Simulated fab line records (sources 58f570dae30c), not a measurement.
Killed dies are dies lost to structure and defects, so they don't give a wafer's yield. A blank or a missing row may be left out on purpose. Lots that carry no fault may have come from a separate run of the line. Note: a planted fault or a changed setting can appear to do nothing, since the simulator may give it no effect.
Matching of chambers :: flow berkeley-cmos170 :: UCB170_V1_CMP_02 on cmp-01 has 4 sister chambers
The step polishes SiO2. 4 wafers are shown with their chamber, then 7 later ones without.

## WAFERS WITH THEIR CHAMBER
wafer: L875.3
chamber: 1
motor-current-A (A): 20.8

wafer: L875.5
chamber: 2
motor-current-A (A): 14.7

wafer: L876.1
chamber: 3
motor-current-A (A): 18.1

wafer: L876.4
chamber: 0
motor-current-A (A): 18.6

## WAFERS WITHOUT THEIR CHAMBER
wafer: L876.5
motor-current-A (A): 18.7

wafer: L877.2
motor-current-A (A): 18.0

wafer: L877.3
motor-current-A (A): 14.9

wafer: L877.5
motor-current-A (A): 18.6

wafer: L879.1
motor-current-A (A): 14.4

wafer: L879.2
motor-current-A (A): 18.8

wafer: L879.3
motor-current-A (A): 20.0

## CHAMBER TAKEN BY EACH
wafer: L876.5
from the rows above: can't be placed: 0 or 3
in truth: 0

wafer: L877.2
from the rows above: can't be placed: 3 or 0
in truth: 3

wafer: L877.3
from the rows above: 2
in truth: 2

wafer: L877.5
from the rows above: can't be placed: 0 or 3
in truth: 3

wafer: L879.1
from the rows above: 2
in truth: 2

wafer: L879.2
from the rows above: can't be placed: 0 or 3
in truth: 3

wafer: L879.3
from the rows above: can't be placed: 1 or 0
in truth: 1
Placed correctly: 2 of 7. Unplaceable from these rows: 5, with the true chamber sitting among the candidates in 5. 0 placed wrongly.
How it was worked out, from the rows above alone: a wafer's distance from a chamber is the root of the sum, over the readings, of the square of ((its reading less the chamber's mean) divided by the reading's scatter). If the next closest chamber is less than 2 further off than the closest, the wafer can't be placed; otherwise it belongs to the closest. The mean given for a chamber averages the wafers shown for that chamber. The scatter: with one shown wafer a chamber, the root of the mean of the squares of how far each hidden wafer lies from its nearest shown one.
